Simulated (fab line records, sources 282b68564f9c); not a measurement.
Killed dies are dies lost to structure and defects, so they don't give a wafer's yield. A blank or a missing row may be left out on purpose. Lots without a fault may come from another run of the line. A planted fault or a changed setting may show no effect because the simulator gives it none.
Which tool did it? | flow rit_cmos | 13 lots, 39 wafers sampled, at 4 steps of a route of 202

WHAT THE GAUGES READ, wafer by wafer
RIT_NRETRO_OVL_MEAS_06. Usual: NRETRO_OVL -1.7 nm, standard deviation 1.6.
lot  | measured    | on         | NRETRO_OVL (nm) | flag
L351 | day 2 06:31 | overlay-02 | -2.0 -3.7 -2.5  |
L352 | day 2 12:59 | overlay-01 | -1.0 0.1 0.7    |
L353 | day 2 18:19 | overlay-01 | -4.2 -4.0 -3.2  |
L354 | day 3 00:59 | overlay-01 | -3.3 -2.9 -0.9  |
L355 | day 3 07:25 | overlay-01 | -2.6 -1.8 -4.5  |
L356 | day 3 13:15 | overlay-02 | -1.4 -0.6 -2.9  |
L357 | day 3 16:44 | overlay-02 | -2.3 -1.3 -2.1  |
L358 | day 3 20:31 | overlay-01 | -0.1 0.3 -0.8   |
L364 | day 5 00:17 | overlay-01 | - - -           | OFF
L371 | day 6 10:30 | overlay-01 | -0.9 0.9 -0.9   |
L372 | day 6 17:04 | overlay-02 | -2.0 -2.4 -4.0  |
L373 | day 6 22:01 | overlay-01 | -0.3 -0.7 -1.3  |
L374 | day 7 03:11 | overlay-01 | -0.4 1.2 0.1    |

RIT_NRETRO_TW_MEAS_10. Usual: NRETRO_TW 1046, standard deviation 4.2.
lot  | measured    | on            | NRETRO_TW      | flag
L351 | day 2 07:07 | film_metro-04 | 1048 1050 1047 |
L352 | day 2 13:36 | film_metro-02 | 1041 1042 1042 |
L353 | day 2 18:55 | film_metro-02 | 1039 1040 1035 |
L354 | day 3 01:40 | film_metro-03 | 1046 1045 1043 |
L355 | day 3 08:02 | film_metro-04 | 1047 1049 1049 |
L356 | day 3 13:52 | film_metro-04 | 1052 1050 1051 |
L357 | day 3 17:31 | film_metro-03 | 1045 1047 1047 |
L358 | day 3 21:08 | film_metro-04 | 1049 1053 1048 |
L364 | day 5 00:53 | film_metro-02 | 30 30 30       | OFF
L371 | day 6 11:07 | film_metro-02 | 1052 1045 1047 |
L372 | day 6 17:47 | film_metro-02 | 1050 1047 1051 |
L373 | day 6 22:38 | film_metro-03 | 1051 1047 1044 |
L374 | day 7 03:48 | film_metro-02 | 1044 1042 1043 |

RIT_PRETRO_TW_MEAS_10. Usual: PRETRO_TW 475, standard deviation 4.
lot  | measured    | on            | PRETRO_TW      | flag
L351 | day 2 08:48 | film_metro-01 | 485 480 483    |
L352 | day 2 15:22 | film_metro-04 | 474 474 476    |
L353 | day 2 20:36 | film_metro-03 | 473 475 475    |
L354 | day 3 03:13 | film_metro-04 | 475 476 474    |
L355 | day 3 09:43 | film_metro-03 | 472 470 472    |
L356 | day 3 15:29 | film_metro-03 | 471 471 471    |
L357 | day 3 19:11 | film_metro-04 | 476 473 473    |
L358 | day 3 22:48 | film_metro-03 | 472 475 471    |
L364 | day 5 02:26 | film_metro-03 | 1072 1069 1070 | OFF
L371 | day 6 12:40 | film_metro-04 | 475 479 476    |
L372 | day 6 19:20 | film_metro-01 | 483 479 481    |
L373 | day 7 00:19 | film_metro-03 | 476 471 473    |
L374 | day 7 05:21 | film_metro-03 | 476 475 474    |

WHICH TOOL RAN EACH LOT (tool, then ch and the chambers of the sampled wafers, then the start)
lot  | RIT_NRETRO_EXPOSE_03
L351 | iline_stepper-02 ch 0, day 2 06:05
L352 | iline_stepper-01 ch 0, day 2 12:34
L353 | iline_stepper-02 ch 0, day 2 17:53
L354 | iline_stepper-02 ch 0, day 3 00:33
L355 | iline_stepper-02 ch 0, day 3 07:00
L356 | iline_stepper-02 ch 0, day 3 12:49
L357 | iline_stepper-01 ch 0, day 3 16:19
L358 | iline_stepper-01 ch 0, day 3 20:06
L364 | iline_stepper-02 ch 0, day 4 23:52
L371 | iline_stepper-01 ch 0, day 6 10:04
L372 | iline_stepper-02 ch 0, day 6 16:28
L373 | iline_stepper-01 ch 0, day 6 21:33
L374 | iline_stepper-01 ch 0, day 7 02:46
- RIT_NRETRO_EXPOSE_03: exposes mask M4, target cd 43900 nm.

WHAT THE TOOLS THEMSELVES READ (means of the sampled wafers that have a number; where no wafer has one, the mark that the record gives instead)
The record holds no such reading with a usual standard deviation.

THE ANSWER, worked out from the rows above alone
Rule: a lot is off if the mean of its wafers that have a number lies more than 3 standard deviations from the usual mean. A lot without any number at a reading at which 4 lots or more have one is off too. The other lots that the step has rows for count as sound. The gauges are gone through in route order, then the tools' own readings, and for those a lot's mean is taken as printed above. The first step at which some lot is off is used, and at that step the reading that is off furthest; a lot without a number counts as furthest.
Off: L364, at RIT_NRETRO_OVL_MEAS_06 (NRETRO_OVL). Without a number there: L364.
A tool fits if, at a process step before that reading, it ran every lot that is off, and no sound lot after the first of them. The gauges at RIT_NRETRO_OVL_MEAS_06 aren't tried: what is off there is off at RIT_NRETRO_TW_MEAS_10 too, on other tools, and a gauge's error can't cause that. None of those tried fits.

WHAT THE SIMULATOR HAD PUT IN
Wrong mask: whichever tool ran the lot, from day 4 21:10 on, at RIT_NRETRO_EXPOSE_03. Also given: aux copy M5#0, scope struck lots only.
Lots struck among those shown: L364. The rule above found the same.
